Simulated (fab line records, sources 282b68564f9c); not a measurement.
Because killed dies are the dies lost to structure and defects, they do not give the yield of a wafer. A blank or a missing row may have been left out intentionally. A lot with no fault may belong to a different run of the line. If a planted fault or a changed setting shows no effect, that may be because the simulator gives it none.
Split-lot trial / flow ritCmos / 27 wafers read across 5 lots, on a route 202 steps long

## THE SPLIT ITSELF
At RIT_ACTIVE_DEVELOP_10 (develop time 50 s), the setting developTimeS was moved away from the recipe's 50 s on 6 of the 27 wafers read, by -54.4% to +17.9%. All remaining wafers had this setting at the recipe value.

## FROM THE SPLIT TO THE READING: what the file shows between them, 4 steps
- RIT_ACTIVE_CD_MEAS_11: target cd 1400 nm
- RIT_ACTIVE_HARDBAKE_12: time 60 s
- RIT_ACTIVE_ETCH_13: etches Si3N4 in SF6, stops on SiO2, time 210 s, target depth 210 nm
- RIT_ACTIVE_STRIP_14: strips in O2, time 180 s

## THE READING
At RIT_ACTIVE_CD_MEAS_90: cdNm in nanometres, against a target cd of 1400 nm. Typical for fault-free wafers on this fab line: 1399.5 nm, with standard deviation 2 nm.

wafer=L074.1; tool, chamber at the split=lithoTrack-02, 0; developTimeS as run, s=58.94; against the recipe=+17.9%; cdNm, nm=1385.0; against lot-mates on the recipe=-14.9
wafer=L074.2; tool, chamber at the split=lithoTrack-02, 0; developTimeS as run, s=50; against the recipe=recipe; cdNm, nm=1400.1; against lot-mates on the recipe=-
wafer=L074.3; tool, chamber at the split=lithoTrack-02, 0; developTimeS as run, s=58.94; against the recipe=+17.9%; cdNm, nm=1385.1; against lot-mates on the recipe=-14.8
wafer=L074.4; tool, chamber at the split=lithoTrack-02, 0; developTimeS as run, s=50; against the recipe=recipe; cdNm, nm=1401.0; against lot-mates on the recipe=-
wafer=L074.5; tool, chamber at the split=lithoTrack-02, 0; developTimeS as run, s=58.94; against the recipe=+17.9%; cdNm, nm=1383.3; against lot-mates on the recipe=-16.6
wafer=L074.6; tool, chamber at the split=lithoTrack-02, 0; developTimeS as run, s=50; against the recipe=recipe; cdNm, nm=1398.6; against lot-mates on the recipe=-
wafer=L077.3; tool, chamber at the split=lithoTrack-03, 0; developTimeS as run, s=50; against the recipe=recipe; cdNm, nm=1399.6; against lot-mates on the recipe=-
wafer=L077.4; tool, chamber at the split=lithoTrack-03, 0; developTimeS as run, s=50; against the recipe=recipe; cdNm, nm=1399.5; against lot-mates on the recipe=-
wafer=L077.6; tool, chamber at the split=lithoTrack-03, 0; developTimeS as run, s=50; against the recipe=recipe; cdNm, nm=1399.6; against lot-mates on the recipe=-
wafer=L078.1; tool, chamber at the split=lithoTrack-03, 0; developTimeS as run, s=50; against the recipe=recipe; cdNm, nm=1398.8; against lot-mates on the recipe=-
wafer=L078.2; tool, chamber at the split=lithoTrack-03, 0; developTimeS as run, s=22.8; against the recipe=-54.4%; cdNm, nm=1489.8; against lot-mates on the recipe=+90.5
wafer=L078.3; tool, chamber at the split=lithoTrack-03, 0; developTimeS as run, s=22.8; against the recipe=-54.4%; cdNm, nm=1488.1; against lot-mates on the recipe=+88.8
wafer=L078.4; tool, chamber at the split=lithoTrack-03, 0; developTimeS as run, s=50; against the recipe=recipe; cdNm, nm=1398.5; against lot-mates on the recipe=-
wafer=L078.5; tool, chamber at the split=lithoTrack-03, 0; developTimeS as run, s=22.8; against the recipe=-54.4%; cdNm, nm=1489.0; against lot-mates on the recipe=+89.7
wafer=L078.6; tool, chamber at the split=lithoTrack-03, 0; developTimeS as run, s=50; against the recipe=recipe; cdNm, nm=1400.7; against lot-mates on the recipe=-
wafer=L082.1; tool, chamber at the split=lithoTrack-02, 0; developTimeS as run, s=50; against the recipe=recipe; cdNm, nm=1396.6; against lot-mates on the recipe=-
wafer=L082.2; tool, chamber at the split=lithoTrack-02, 0; developTimeS as run, s=50; against the recipe=recipe; cdNm, nm=1400.4; against lot-mates on the recipe=-
wafer=L082.3; tool, chamber at the split=lithoTrack-02, 0; developTimeS as run, s=50; against the recipe=recipe; cdNm, nm=1398.3; against lot-mates on the recipe=-
wafer=L082.4; tool, chamber at the split=lithoTrack-02, 0; developTimeS as run, s=50; against the recipe=recipe; cdNm, nm=1398.9; against lot-mates on the recipe=-
wafer=L082.5; tool, chamber at the split=lithoTrack-02, 0; developTimeS as run, s=50; against the recipe=recipe; cdNm, nm=1395.8; against lot-mates on the recipe=-
wafer=L082.6; tool, chamber at the split=lithoTrack-02, 0; developTimeS as run, s=50; against the recipe=recipe; cdNm, nm=1397.2; against lot-mates on the recipe=-
wafer=L085.1; tool, chamber at the split=lithoTrack-01, 0; developTimeS as run, s=50; against the recipe=recipe; cdNm, nm=1398.5; against lot-mates on the recipe=-
wafer=L085.2; tool, chamber at the split=lithoTrack-01, 0; developTimeS as run, s=50; against the recipe=recipe; cdNm, nm=1398.3; against lot-mates on the recipe=-
wafer=L085.3; tool, chamber at the split=lithoTrack-01, 0; developTimeS as run, s=50; against the recipe=recipe; cdNm, nm=1395.9; against lot-mates on the recipe=-
wafer=L085.4; tool, chamber at the split=lithoTrack-01, 0; developTimeS as run, s=50; against the recipe=recipe; cdNm, nm=1397.9; against lot-mates on the recipe=-
wafer=L085.5; tool, chamber at the split=lithoTrack-01, 0; developTimeS as run, s=50; against the recipe=recipe; cdNm, nm=1397.4; against lot-mates on the recipe=-
wafer=L085.6; tool, chamber at the split=lithoTrack-01, 0; developTimeS as run, s=50; against the recipe=recipe; cdNm, nm=1395.6; against lot-mates on the recipe=-

FIT RESULTS
A straight line over all 27 wafers: cdNm changes by -1.55 nm for each +1% of developTimeS; r = -0.99; the points scatter about the line by 4.9 nm.
The same after taking each lot's own level away (the mean of its wafers on the recipe; 27 wafers): -1.55 nm for each +1%; r = -0.99; scatter 4.3 nm.
Per that fit: largest developTimeS move, reading shift of 84 nm.
Across the lots, their own levels run from 1397.27 to 1399.90 nm, a range of 1.3 times the standard deviation given above.
The two slopes are in agreement: the lot-to-lot level therefore moves the slope only a little.
Check: +84.4 nm against its lot-mates is what the line predicts for one of the wafers moved furthest among these (-54.4%) when that wafer is left out of the fit. It came out at +90.5 nm against them.

## ADDITIONAL SPLITS CARRIED BY THESE WAFERS
Before the reading, these wafers also passed through other splits. Each is held against what the fit with the lots' levels taken away leaves over:
other split on the same wafers=RIT_ACTIVE_OXIDATION_01 oxTimeS; wafers away from the commonest value=21; r with cdNm (lot level and that fit taken away)=-0.43

## THE WHOLE CHAIN: every reading that the file lists as answering this split, in the file's order
step=RIT_ACTIVE_CD_MEAS_11; what it does=target cd 1400 nm; reading=cdNm; change (the file's fit)=-1.58 nm for each +1% of the setting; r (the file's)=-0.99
step=RIT_ACTIVE_ETCH_13; what it does=etches Si3N4 in SF6, stops on SiO2, time 210 s, target depth 210 nm; reading=ACTIVE.cdNm (the simulator's own value, which no gauge read); change (the file's fit)=-1.59 nm for each +1% of the setting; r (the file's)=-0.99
step=RIT_ACTIVE_CD_MEAS_90; what it does=target cd 1400 nm; reading=cdNm; change (the file's fit)=-1.57 nm for each +1% of the setting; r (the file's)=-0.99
step=RIT_M1_PROBE_99; what it does=; reading=etest.pldd.widthNm (the simulator's own value, which no gauge read); change (the file's fit)=-1.07 nm for each +1% of the setting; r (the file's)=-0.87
step=RIT_M1_PROBE_99; what it does=; reading=etest.pplusSal.widthNm (the simulator's own value, which no gauge read); change (the file's fit)=-1.64 nm for each +1% of the setting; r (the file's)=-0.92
step=RIT_M1_PROBE_99; what it does=; reading=etest.nplusSal.widthNm (the simulator's own value, which no gauge read); change (the file's fit)=-1.55 nm for each +1% of the setting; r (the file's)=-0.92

## THE FILE'S OWN FIT
cdNm changes by -1.57 nm for each +1% of developTimeS, r = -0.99.
